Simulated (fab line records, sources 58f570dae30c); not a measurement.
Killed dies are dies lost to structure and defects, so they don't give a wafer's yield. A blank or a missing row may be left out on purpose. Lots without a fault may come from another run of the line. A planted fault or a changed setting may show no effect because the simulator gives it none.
Split-lot experiment | flow berkeley_cmos170 | 5 lots, 23 wafers read, on a route of 331 steps

THE SPLIT
At UCB170_M2_COAT_05 (resist thk 900 nm), the setting resist_thk_nm was moved away from the recipe's 900 nm on 9 of the 23 wafers read, by -3.4% to +4.2%. The other wafers ran this setting at the recipe's value.

The reading is taken at the split's own step.

THE READING
KrF_of_M2_COAT_05.thk_nm (the simulator's own value, which no gauge read), in nm, at UCB170_M2_COAT_05 (resist thk 900 nm). The file gives no usual value for it. The 14 wafers here that ran the recipe average 901.6 nm, standard deviation 2.2 nm.

wafer  | tool, chamber at the split | resist_thk_nm as run, nm | against the recipe | KrF_of_M2_COAT_05.thk_nm, nm | against lot-mates on the recipe
L075.1 | litho_track-04, 0          | 900                      | recipe             | 902.8                        | -
L075.2 | litho_track-04, 0          | 900                      | recipe             | 900.4                        | -
L075.4 | litho_track-04, 0          | 900                      | recipe             | 898.6                        | -
L074.2 | litho_track-04, 0          | 915.7                    | +1.7%              | 915.2                        | +12.5
L074.3 | litho_track-04, 0          | 900                      | recipe             | 901.5                        | -
L074.4 | litho_track-04, 0          | 900                      | recipe             | 903.3                        | -
L074.5 | litho_track-04, 0          | 915.7                    | +1.7%              | 917.8                        | +15.1
L074.6 | litho_track-04, 0          | 900                      | recipe             | 903.4                        | -
L080.1 | litho_track-04, 0          | 924.6                    | +2.7%              | 928                          | +23.9
L080.2 | litho_track-04, 0          | 924.6                    | +2.7%              | 929.5                        | +25.4
L080.4 | litho_track-04, 0          | 900                      | recipe             | 904.8                        | -
L080.5 | litho_track-04, 0          | 900                      | recipe             | 904.1                        | -
L080.6 | litho_track-04, 0          | 900                      | recipe             | 903.3                        | -
L083.1 | litho_track-02, 0          | 900                      | recipe             | 901.8                        | -
L083.3 | litho_track-02, 0          | 869.1                    | -3.4%              | 868.4                        | -32.6
L083.4 | litho_track-02, 0          | 900                      | recipe             | 902                          | -
L083.5 | litho_track-02, 0          | 869.1                    | -3.4%              | 871.5                        | -29.5
L083.6 | litho_track-02, 0          | 900                      | recipe             | 899.2                        | -
L084.1 | litho_track-03, 0          | 938.2                    | +4.2%              | 938.4                        | +40.0
L084.2 | litho_track-03, 0          | 900                      | recipe             | 896.8                        | -
L084.3 | litho_track-03, 0          | 900                      | recipe             | 900                          | -
L084.4 | litho_track-03, 0          | 938.2                    | +4.2%              | 938.2                        | +39.8
L084.6 | litho_track-03, 0          | 938.2                    | +4.2%              | 939.3                        | +40.9

THE FIT
A straight line over all 23 wafers: KrF_of_M2_COAT_05.thk_nm changes by +9.03 nm for each +1% of resist_thk_nm; r = +0.99; the points scatter about the line by 2.2 nm.
The same after taking each lot's own level away (the mean of its wafers on the recipe; 23 wafers): +9.22 nm for each +1%; r = +1.00; scatter 1.5 nm.
On that fit, the largest move of resist_thk_nm shifts the reading by 39 nm.
The lots' own levels span 898.40 to 904.07 nm, that is 2.6 times the standard deviation above.
So the lot-to-lot level changes the slope little: the two slopes agree.
Check: with one of the wafers moved furthest among these (+4.2%) left out of the fit, the line predicts +38.9 nm for it against its lot-mates. It came out at +40 nm against them.

OTHER SPLITS ON THESE WAFERS
These wafers also went through other splits before the reading. Each is held against what the fit with the lots' levels taken away leaves over:
other split on the same wafers       | wafers away from the commonest value | r with KrF_of_M2_COAT_05.thk_nm (lot level and that fit taken away)
UCB170_PSD_COAT_01 spin_rpm          | 7                                    | -0.13
UCB170_BACKSIDE_COAT_01 spin_rpm     | 5                                    | +0.16
UCB170_CONTACT_COAT_04 resist_thk_nm | 9                                    | -0.20
UCB170_M1_METAL_ETCH_12 time_s       | 8                                    | +0.03

THE WHOLE CHAIN: every reading that the file lists as answering this split, in the file's order
step               | what it does      | reading                                                                   | change (the file's fit)              | r (the file's)
UCB170_M2_COAT_05  | resist thk 900 nm | KrF_of_M2_COAT_05.thk_nm (the simulator's own value, which no gauge read) | +9.14 nm for each +1% of the setting | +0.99
UCB170_M2_STRIP_07 | strips in O2      | strip_time_to_endpoint_s                                                  | withheld for each +1% of the setting | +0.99

THE FILE'S OWN FIT
KrF_of_M2_COAT_05.thk_nm changes by +9.14 nm for each +1% of resist_thk_nm, r = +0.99.
